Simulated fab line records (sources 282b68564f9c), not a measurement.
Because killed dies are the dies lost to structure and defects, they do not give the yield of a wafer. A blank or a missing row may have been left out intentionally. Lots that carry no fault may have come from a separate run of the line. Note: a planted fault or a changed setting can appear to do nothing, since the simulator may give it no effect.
Struck lot and sound lot, side by side	flow rit-cmos	45 out of 202 route steps
Sound: the wafers L770.4, L770.5, L770.6. Wafers L781.1, L781.5, L781.6 were the ones struck. At the end, the cause is stated.
At each step with rows: each side's tool, then ch and its chambers, then its first start. Under that, the readings that differ: sound wafers	struck wafers	difference of the means	sigmas: that difference in standard deviations of wafers without a fault.
alike: readings with means less than 2 such deviations apart, plus words and numbers identical on both sides. not compared: withheld readings, readings lacking a value on some wafer, bounds such as >300 that could conceal the same value, and numbers that have no deviation in the record and whose values overlap.
The two part at a step that has a row with sigmas, a row that says differs or no value, or rows on one side only. When numbers do not overlap yet have no deviation, they are printed without sigmas and do not part them. A reading missing from all wafers of one side parts the sides only when that side holds two or more wafers.

first, 2 steps without rows for these wafers: RIT_NLDD_HARDBAKE_07 (time 60 s); RIT_NLDD_IMPLANT_08.
RIT_NLDD_STRIP_09: strips in O2, time 180 s.
  sound on plasma-asher-04 ch 0,1, day 4 16:38; struck on plasma-asher-01 ch 0,1, day 6 21:56
reading	sound	struck	difference	sigmas
drypump-motor-current-A (A)	6.1 6.5 6.1	5.1 5.1 5.6	-1.0	-2
  alike: chamber-pressure-mTorr
  not compared: rf-hours-counter-h
RIT_NLDD_TW_MEAS_10:
  sound: film-metro-03 at day 4 16:47; struck: film-metro-03 at day 6 22:07
  alike: NLDD_TW
then, 6 steps without rows for these wafers: RIT_PLDD_HMDS_00 (prime time 60 s); RIT_PLDD_COAT_01 (resist thk 1000 nm); RIT_PLDD_SOFTBAKE_02 (time 60 s); RIT_PLDD_EXPOSE_03 (exposes mask M8, target cd 40900 nm); RIT_PLDD_PEB_04; RIT_PLDD_DEVELOP_05 (develop time 50 s).
RIT_PLDD_OVL_MEAS_06:
  sound: overlay-01 at day 4 17:40; struck: overlay-01 at day 6 23:01
  alike: PLDD_OVL
then, 1 step without rows for these wafers: RIT_PLDD_HARDBAKE_07 (time 60 s).
RIT_PLDD_IMPLANT_08:
  sound on implanter-02 ch 0, day 4 17:55; struck on implanter-02 ch 0, day 6 23:20
reading	sound	struck	difference	sigmas
dose-ions-cm2	9.005e+14 8.999e+14 8.996e+14	1.8e+14 1.806e+14 1.802e+14	-7.2e+14	-99 or more
end-station-pressure-torr (Torr)	7.4e-06 7.5e-06 7.1e-06	5.6e-06 5.5e-06 5.5e-06	-1.8e-06	-5
faraday-current-uA	2803 2881 2843	563 556 568	-2280	-43
RIT_PLDD_STRIP_09: strips in O2, time 180 s.
  sound on plasma-asher-01 ch 0,1, day 4 18:03; struck on plasma-asher-03 ch 0,1, day 6 23:29
  alike: chamber-pressure-mTorr, drypump-motor-current-A
  not compared: rf-hours-counter-h
RIT_PLDD_TW_MEAS_10:
  sound: film-metro-03 at day 4 18:12; struck: film-metro-02 at day 6 23:39
reading	sound	struck	difference	sigmas
PLDD_TW	2345 2338 2353	1475 1482 1467	-871	-79
then, 4 steps without rows for these wafers: RIT_SPACER_CLEAN_00 (cleans in SC1, time 600 s); RIT_SPACER_CLEAN_01 (cleans in dHF, time 30 s); RIT_SPACER_CLEAN_02 (cleans in SC2, time 600 s); RIT_SPACER_CVD_03 (deposits Si3N4 from SiH2Cl2/NH3, target thk 250 nm, time 3300 s).
RIT_SPACER_THK_MEAS_04:
  sound: film-metro-01 at day 4 21:30; struck: film-metro-03 at day 7 02:58
  alike: SPACER_NITRIDE_THK
RIT_SPACER_ETCHBACK_05: etches Si3N4 in SF6/CHF3, stops on SiO2, target depth 250 nm, time 240 s.
  sound on rie-diel-03 ch 0,1,3, day 4 21:32; struck on rie-diel-02 ch 0,3, day 7 03:02
  alike: CHF3_flow_sccm, chamber-pressure-mTorr, drypump-motor-current-A, oes-product-au, throttle-valve-pct
  not compared: rf-hours-counter-h
then, 6 steps without rows for these wafers: RIT_NSD_HMDS_00 (prime time 60 s); RIT_NSD_COAT_01 (resist thk 1000 nm); RIT_NSD_SOFTBAKE_02 (time 60 s); RIT_NSD_EXPOSE_03 (exposes mask M9, target cd 40700 nm); RIT_NSD_PEB_04; RIT_NSD_DEVELOP_05 (develop time 50 s).
RIT_NSD_OVL_MEAS_06:
  sound: overlay-01 at day 4 22:40; struck: overlay-01 at day 7 04:09
reading	sound	struck	difference	sigmas
NSD_OVL (nm)	0.4 -0.4 0.9	-3.2 -3.1 -2.6	-3.3	-2
then, 2 steps without rows for these wafers: RIT_NSD_HARDBAKE_07 (time 60 s); RIT_NSD_IMPLANT_08.
RIT_NSD_STRIP_09: strips in O2, time 180 s.
  sound on plasma-asher-04 ch 0,1, day 4 23:03; struck on plasma-asher-04 ch 0,1, day 7 04:29
  alike: chamber-pressure-mTorr, drypump-motor-current-A
  not compared: rf-hours-counter-h
RIT_NSD_TW_MEAS_10:
  sound: film-metro-04 at day 4 23:11; struck: film-metro-02 at day 7 04:40
  alike: NSD_TW
then, 6 steps without rows for these wafers: RIT_PSD_HMDS_00 (prime time 60 s); RIT_PSD_COAT_01 (resist thk 1000 nm); RIT_PSD_SOFTBAKE_02 (time 60 s); RIT_PSD_EXPOSE_03 (exposes mask M10, target cd 40900 nm); RIT_PSD_PEB_04; RIT_PSD_DEVELOP_05 (develop time 50 s).
RIT_PSD_OVL_MEAS_06:
  sound: overlay-02 at day 5 00:05; struck: overlay-01 at day 7 05:42
  alike: PSD_OVL
then, 2 steps without rows for these wafers: RIT_PSD_HARDBAKE_07 (time 60 s); RIT_PSD_IMPLANT_08.
RIT_PSD_STRIP_09: strips in O2, time 180 s.
  sound on plasma-asher-04 ch 0,1, day 5 00:28; struck on plasma-asher-03 ch 0,1, day 7 06:02
  alike: chamber-pressure-mTorr, drypump-motor-current-A
  not compared: rf-hours-counter-h
RIT_SDANNEAL_RS_MEAS_06: measures by four-point-probe.
  sound: film-metro-02 at day 5 01:26; struck: film-metro-03 at day 7 06:56
reading	sound	struck	difference	sigmas
PLDD_RS (ohm/sq)	179.0 178.7 179.1	603.7 602.4 611.5	+426.9	+99 or more
RIT_CONTACT_ETCH_11: etches SiO2 in CHF3/CF4/Ar, stops on TiSi2, target depth 480 nm, time 320 s.
  sound on rie-diel-03 ch 1,2, day 5 03:41; struck on rie-diel-04 ch 0,1,2, day 7 09:13
reading	sound	struck	difference	sigmas
model.CONTACT.cd-nm (nm)	1003 1003 1006	971.3 970.6 971.5	-32.9	
  alike: CHF3_flow_sccm, O2_flow_sccm, chamber-pressure-mTorr, drypump-motor-current-A, oes-product-au, throttle-valve-pct
  not compared: rf-hours-counter-h
RIT_M1_PROBE_99:
  sound: prober-01 at day 5 08:49; struck: prober-01 at day 7 14:06
  alike: killed-at-front-end, killed-dies, killed-open, killed-short

== WHERE THEY PART ==
Earliest at RIT_NLDD_STRIP_09; latest, in this record, at RIT_SDANNEAL_RS_MEAS_06. Later steps at which nothing parts them and some readings are alike: RIT_CONTACT_ETCH_11, RIT_M1_PROBE_99.

WHY: what had been put in by the simulator
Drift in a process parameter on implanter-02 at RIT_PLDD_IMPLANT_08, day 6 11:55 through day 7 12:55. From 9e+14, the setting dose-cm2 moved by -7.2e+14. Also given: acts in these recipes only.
